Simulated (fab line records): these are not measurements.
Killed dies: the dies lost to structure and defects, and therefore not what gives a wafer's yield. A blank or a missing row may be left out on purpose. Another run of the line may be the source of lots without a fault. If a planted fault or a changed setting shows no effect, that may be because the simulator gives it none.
Check for tools in common | flow rit-cmos | Sampled: 14 lots, 42 wafers

## WHAT PROMPTED THE OPENING
At RIT_PLDD_TW_MEAS_10 the reading PLDD_TW is flagged on 2 of 14 lots. Wafers without a fault read 2330, standard deviation 18.
Rule: flag the lot when none of its wafers has a number, or when each of its wafers that has one lies beyond 4 standard deviations from that mean. The other lots count as sound.

lot  | measured    | on            | PLDD_TW, wafer by wafer | flag
L167 | day 2 21:26 | film-metro-01 | 2335 2340 2349          |
L168 | day 3 03:26 | film-metro-02 | 2306 2320 2300          |
L169 | day 3 07:13 | film-metro-02 | 2318 2302 2308          |
L170 | day 3 11:53 | film-metro-01 | 2356 2351 2349          |
L172 | day 3 23:52 | film-metro-03 | 2372 2376 2374          |
L173 | day 4 02:25 | film-metro-03 | 2365 2351 2361          |
L174 | day 4 09:05 | film-metro-02 | 2317 2320 2322          |
L175 | day 4 16:34 | film-metro-02 | 2317 2320 2305          |
L177 | day 5 05:32 | film-metro-01 | 2315 2323 2329          |
L178 | day 5 12:42 | film-metro-02 | 2320 2304 2308          |
L182 | day 6 09:40 | film-metro-02 | 1859 1862 1856          | FLAGGED
L186 | day 7 01:25 | film-metro-01 | 1889 1891 1887          | FLAGGED
L189 | day 7 19:25 | film-metro-01 | 2341 2334 2327          |
L190 | day 7 21:28 | film-metro-01 | 2340 2344 2328          |
Average over the flagged lots: 1874; offset from the usual -456, equal to -25 standard deviations.

## TOOL THAT RAN EACH LOT
The record keeps 1 process step preceding the reading, out of 202 steps on the route. Read each cell as the tool, then ch plus the chambers that the sampled wafers visited, then the start.
lot  | flag    | RIT_PLDD_IMPLANT_08
L167 |         | implanter-03 ch 0, day 2 21:07
L168 |         | implanter-02 ch 0, day 3 03:07
L169 |         | implanter-03 ch 0, day 3 06:53
L170 |         | implanter-01 ch 0, day 3 11:35
L172 |         | implanter-01 ch 0, day 3 23:33
L173 |         | implanter-01 ch 0, day 4 02:01
L174 |         | implanter-02 ch 0, day 4 08:46
L175 |         | implanter-01 ch 0, day 4 16:16
L177 |         | implanter-01 ch 0, day 5 05:12
L178 |         | implanter-03 ch 0, day 5 12:22
L182 | FLAGGED | implanter-01 ch 0, day 6 09:22
L186 | FLAGGED | implanter-01 ch 0, day 7 01:07
L189 |         | implanter-03 ch 0, day 7 19:05
L190 |         | implanter-02 ch 0, day 7 21:10
What these steps do:
- RIT_PLDD_IMPLANT_08
- RIT_PLDD_TW_MEAS_10

## FLAGGED AGAINST TOTAL, ONE TOOL AT A TIME (gauges that did the reading follow at the end)
step                | tool          | lots run | flagged | share of the flagged lots | sound lots run after its first flagged lot
RIT_PLDD_IMPLANT_08 | implanter-01  | 7        | 2       | all                       | 0
RIT_PLDD_IMPLANT_08 | implanter-02  | 3        | 0       | none                      | -
RIT_PLDD_IMPLANT_08 | implanter-03  | 4        | 0       | none                      | -
RIT_PLDD_TW_MEAS_10 | film-metro-01 | 6        | 1       | some                      | 2 (L189,L190)
RIT_PLDD_TW_MEAS_10 | film-metro-02 | 6        | 1       | some                      | 0
RIT_PLDD_TW_MEAS_10 | film-metro-03 | 2        | 0       | none                      | -

## WHAT THE TABLE PERMITS
In the table, 1 row covers all flagged lots: implanter-01 at RIT_PLDD_IMPLANT_08.
- implanter-01 at RIT_PLDD_IMPLANT_08 ran 7 lots, 2 of them flagged. Last sound lot L177 at day 5 05:12, first flagged lot L182 at day 6 09:22; a fault beginning in between fits. Its own readings lie more than 4 standard deviations out on every wafer of the flagged lots: dose-ions-cm2, faraday-current-uA.
Left over: one tool, implanter-01 at RIT_PLDD_IMPLANT_08.

## WHAT THE SIMULATOR HAD PUT IN
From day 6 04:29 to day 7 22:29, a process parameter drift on implanter-01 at RIT_PLDD_IMPLANT_08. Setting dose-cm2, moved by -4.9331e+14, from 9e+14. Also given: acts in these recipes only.
Struck lots among those shown: L182, L186. The rule given above showed the same thing.
